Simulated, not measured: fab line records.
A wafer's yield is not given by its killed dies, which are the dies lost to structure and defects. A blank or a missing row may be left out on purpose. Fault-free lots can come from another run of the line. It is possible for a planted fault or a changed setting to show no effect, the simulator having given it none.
Struck lot and sound lot, side by side || flow rit_cmos || 27 steps out of a route of 202
Sound: wafers L534.1, L534.2, L534.6. Struck: wafer L546.4. The cause is given at the end.
Per side, at each step with rows, come the tool, then ch with its chambers, and then its first start. Under that, the readings that differ: sound wafers || struck wafers || difference of the means || sigmas: that difference in standard deviations of wafers without a fault.
alike: same words and numbers on both sides, and readings whose means sit less than 2 such deviations apart. not compared: any withheld reading, any reading some wafer has no value for, any bound like >300 that may hide the same value, and any number with overlapping values for which the record gives no deviation.
The two part at a step that has a row with sigmas, a row that says differs or no value, or rows on one side only. Numbers that have no deviation but don't overlap get no sigmas and don't part them. A reading missing from all wafers of one side parts the sides only when that side holds two or more wafers.

RIT_SDANNEAL_RTA_03: time 5 s.
  sound on rtp_anneal-01 ch 0, day 4 03:37; struck on rtp_anneal-01 ch 0, day 6 15:23
  alike: wafer_temp_C_max
RIT_SDANNEAL_RS_MEAS_04: the measuring method here is four-point-probe.
  struck on film_metro-04, day 6 15:28; sound on film_metro-02, day 4 03:40
  alike: PSD_RS
RIT_SDANNEAL_RS_MEAS_05: the measuring method here is four-point-probe.
  struck on film_metro-04, day 6 15:35; sound on film_metro-02, day 4 03:47
  alike: NSD_RS
RIT_SDANNEAL_RS_MEAS_06: the measuring method here is four-point-probe.
  struck on film_metro-04, day 6 15:42; sound on film_metro-02, day 4 03:55
  alike: PLDD_RS
RIT_SDANNEAL_RS_MEAS_07: the measuring method here is four-point-probe.
  struck on film_metro-04, day 6 15:49; sound on film_metro-02, day 4 04:02
  alike: NLDD_RS
then, 1 step without rows for these wafers: RIT_SILICIDE_WET_ETCH_00 (etches SiO2 in BOE, target depth 14 nm, time 15 s).
RIT_SILICIDE_SPUTTER_01: material Ti, target thk 30 nm, time 240 s.
  struck on pvd_sputter-01, day 6 15:54; sound on pvd_sputter-03, day 4 04:10
  alike: cathode_dc_power_W, throttle_valve_pct
RIT_SILICIDE_RS_MEAS_02: the measuring method here is four-point-probe.
  struck on film_metro-01, day 6 16:07; sound on film_metro-03, day 4 04:19
  alike: SILICIDE_TI_RS
RIT_SILICIDE_THK_MEAS_03: measures by xrf.
  struck on film_metro-01, day 6 16:12; sound on film_metro-03, day 4 04:26
  alike: SILICIDE_TI_THK
RIT_SILICIDE_RTA_04: time 10 s, ramp up 5 s, ramp down 5 s.
  sound on rtp_anneal-02 ch 0, day 4 04:30; struck on rtp_anneal-02 ch 0, day 6 16:16
  alike: wafer_temp_C_max
then, 1 step without rows for these wafers: RIT_SILICIDE_WET_ETCH_05 (etches Ti in SPM, time 120 s).
RIT_SILICIDE_RTA_06: time 10 s, ramp up 5 s, ramp down 10 s.
  sound on rtp_anneal-01 ch 0, day 4 04:37; struck on rtp_anneal-01 ch 0, day 6 16:22
  alike: wafer_temp_C_max
RIT_CONTACT_CVD_00: deposits SiO2 from TEOS, target thk 400 nm, time 62.96 s.
  sound on pecvd-03 ch 0,2, day 4 04:41; struck on pecvd-01 ch 2, day 6 16:26
{"reading": "model.SiO2_of_CONTACT_CVD_00.thk_nm (nm)", "sound": "410.5 404.6 417.9", "struck": 580.4, "difference": "+169.4", "sigmas": ""}
  alike: heater_power_w
RIT_CONTACT_THK_MEAS_01:
  struck on film_metro-04, day 6 16:43; sound on film_metro-04, day 4 04:44
{"reading": "CONTACT_TEOS_THK (nm)", "sound": "410 404 418", "struck": 581, "difference": "+170", "sigmas": "+32"}
  not compared: hold
then, 5 steps without rows for these wafers: RIT_CONTACT_COAT_03 (resist thk 1000 nm); RIT_CONTACT_SOFTBAKE_04 (time 60 s); RIT_CONTACT_EXPOSE_05 (exposes mask M11, target cd 1000 nm); RIT_CONTACT_PEB_06; RIT_CONTACT_DEVELOP_07 (develop time 120 s).
RIT_CONTACT_CD_MEAS_08: target cd 1000 nm.
  struck on cd_sem-02, day 6 21:56; sound on cd_sem-02, day 4 05:53
  alike: cd_nm
RIT_CONTACT_OVL_MEAS_09:
  struck on overlay-01, day 6 22:01; sound on overlay-02, day 4 06:00
  alike: CONTACT_OVL
then, 1 step without rows for these wafers: RIT_CONTACT_HARDBAKE_10 (time 60 s).
RIT_CONTACT_ETCH_11: etches SiO2 in CHF3/CF4/Ar, stops on TiSi2, target depth 480 nm, time 335 s.
  sound on rie_diel-04 ch 0,1,2, day 4 06:11; struck on rie_diel-02 ch 0, day 6 22:11
{"reading": "model.etch.depth_nm (nm)", "sound": "410.5 404.6 417.9", "struck": 497.5, "difference": "+86.5", "sigmas": ""}
{"reading": "model.CONTACT.feature_depth_nm (nm)", "sound": "410.5 404.6 417.9", "struck": 497.5, "difference": "+86.5", "sigmas": ""}
  alike: CHF3_flow_sccm, drypump_motor_current_A, oes_product_au, throttle_valve_pct
  not compared: rf_hours_counter_h
RIT_CONTACT_STRIP_12: strips in O2, time 180 s.
  sound on plasma_asher-03 ch 0,1, day 4 06:23; struck on plasma_asher-03 ch 1, day 6 22:26
  alike: drypump_motor_current_A, rf_refl_power_W
  not compared: rf_hours_counter_h
RIT_CONTACT_CD_MEAS_90: target cd 1000 nm.
  struck on cd_sem-01, day 6 22:37; sound on cd_sem-02, day 4 06:34
  alike: cd_nm
RIT_CONTACT_CLEAN_13: cleans in SC1, time 600 s.
  sound on wet_bench-04 ch 3, day 4 06:41; struck on wet_bench-02 ch 0, day 6 22:40
{"reading": "model.SiO2_of_CONTACT_CVD_00.thk_nm (nm)", "sound": "406.5 400.6 413.8", "struck": 576.3, "difference": "+169.3", "sigmas": ""}
then, 1 step without rows for these wafers: RIT_CONTACT_CLEAN_14 (cleans in SC2, time 600 s).

## WHERE THEY PART
Only at RIT_CONTACT_THK_MEAS_01, as far as this record shows. Later steps at which nothing parts them and some readings are alike: RIT_CONTACT_CD_MEAS_08, RIT_CONTACT_OVL_MEAS_09, RIT_CONTACT_ETCH_11, RIT_CONTACT_STRIP_12, RIT_CONTACT_CD_MEAS_90.

WHY: whatever the simulator had introduced
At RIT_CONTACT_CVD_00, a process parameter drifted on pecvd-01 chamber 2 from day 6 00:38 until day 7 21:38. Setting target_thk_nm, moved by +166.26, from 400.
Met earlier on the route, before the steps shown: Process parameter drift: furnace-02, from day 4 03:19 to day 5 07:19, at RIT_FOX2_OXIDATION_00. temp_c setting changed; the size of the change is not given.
